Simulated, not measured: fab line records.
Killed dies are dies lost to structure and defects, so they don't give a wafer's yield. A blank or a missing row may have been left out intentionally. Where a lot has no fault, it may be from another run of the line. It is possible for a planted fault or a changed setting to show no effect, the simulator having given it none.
A single fault, viewed from 2 desks :: flow ritCmos :: what lay behind the numbers comes last; until then each desk has only its own

== AT THE TOOL OWNER'S DESK: lpcvd-01 ==
The tool's own readings at RIT_ACTIVE_CVD_03 (deposits Si3N4 from SiH2Cl2/NH3, target thk 150 nm, time 1500 s): means of the sampled wafers that have a number, for each lot that ran on this tool. Any lot whose mean is over 4 standard deviations away from the usual mean is out of limits and marked OUT; that distance is given in the brackets.
Columns: A = spikeTcCentreC at RIT_ACTIVE_CVD_03, usual 812.6 C; B = zonePowerCentrePct at RIT_ACTIVE_CVD_03, usual 34.4 %
lot: L980
first seen here: day 1 18:13
A: 812.2
B: 32.1

lot: L982
first seen here: day 2 04:53
A: 812.1
B: 32.1

lot: L983
first seen here: day 2 08:16
A: 811.3
B: 36.9

lot: L986
first seen here: day 2 23:10
A: 812.2
B: 32.0

lot: L987
first seen here: day 3 04:07
A: 812.5
B: 36.9

lot: L992
first seen here: day 4 06:18
A: 839.1 (+19) OUT
B: 46.9 (+4.3) OUT
This desk's finding: out of limits on L992; first on L992, day 4 06:18 (spikeTcCentreC at RIT_ACTIVE_CVD_03). L980, L982, L983, L986, L987 stayed within limits.

== FROM THE METROLOGY DESK ==
Lot by lot, what the gauges showed, no matter which tool ran the lot: averages of those sampled wafers that carry a number. Any lot whose mean is over 4 standard deviations away from the usual mean is out of limits and marked OUT; that distance is given in the brackets.
Columns: A = ACTIVE_NITRIDE_THK at RIT_ACTIVE_THK_MEAS_04, usual 150.4 nm
lot: L980
first seen here: day 1 19:38
A: 152.8

lot: L981
first seen here: day 2 00:21
A: 151.1

lot: L982
first seen here: day 2 06:18
A: 152.7

lot: L983
first seen here: day 2 09:42
A: 149.4

lot: L984
first seen here: day 2 18:13
A: 150.4

lot: L985
first seen here: day 2 22:34
A: 150.5

lot: L986
first seen here: day 3 00:35
A: 151.8

lot: L987
first seen here: day 3 05:32
A: 150.1

lot: L989
first seen here: day 3 15:49
A: 150.0

lot: L992
first seen here: day 4 07:44
A: 167.1 (+12) OUT

lot: L998
first seen here: day 5 15:05
A: 149.1

lot: L100
first seen here: day 5 22:41
A: 148.3

lot: L101
first seen here: day 6 04:29
A: 151.6
Per this desk, out of limits: L992; the first was L992, day 4 07:44 (ACTIVE_NITRIDE_THK at RIT_ACTIVE_THK_MEAS_04). L980, L981, L982, L983, L984, L985, L986, L987, L989, L998, L100, L101 stayed within limits.

== PUT TOGETHER ==
The tool owner's desk could have raised an alarm at day 4 06:18, on L992.
At day 4 07:44 the metrology desk could have sounded an alarm, on L992.
The lots listed all ran RIT_ACTIVE_CVD_03 on lpcvd-01.

== WHAT WAS PUT IN BY THE SIMULATOR ==
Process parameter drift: lpcvd-01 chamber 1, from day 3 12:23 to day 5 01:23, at RIT_ACTIVE_CVD_03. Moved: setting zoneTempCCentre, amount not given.
Shown lots that were struck: L992.
Time in hours from fault onset to the first out-of-limits reading at each desk: tool owner's desk 18, metrology desk 19.
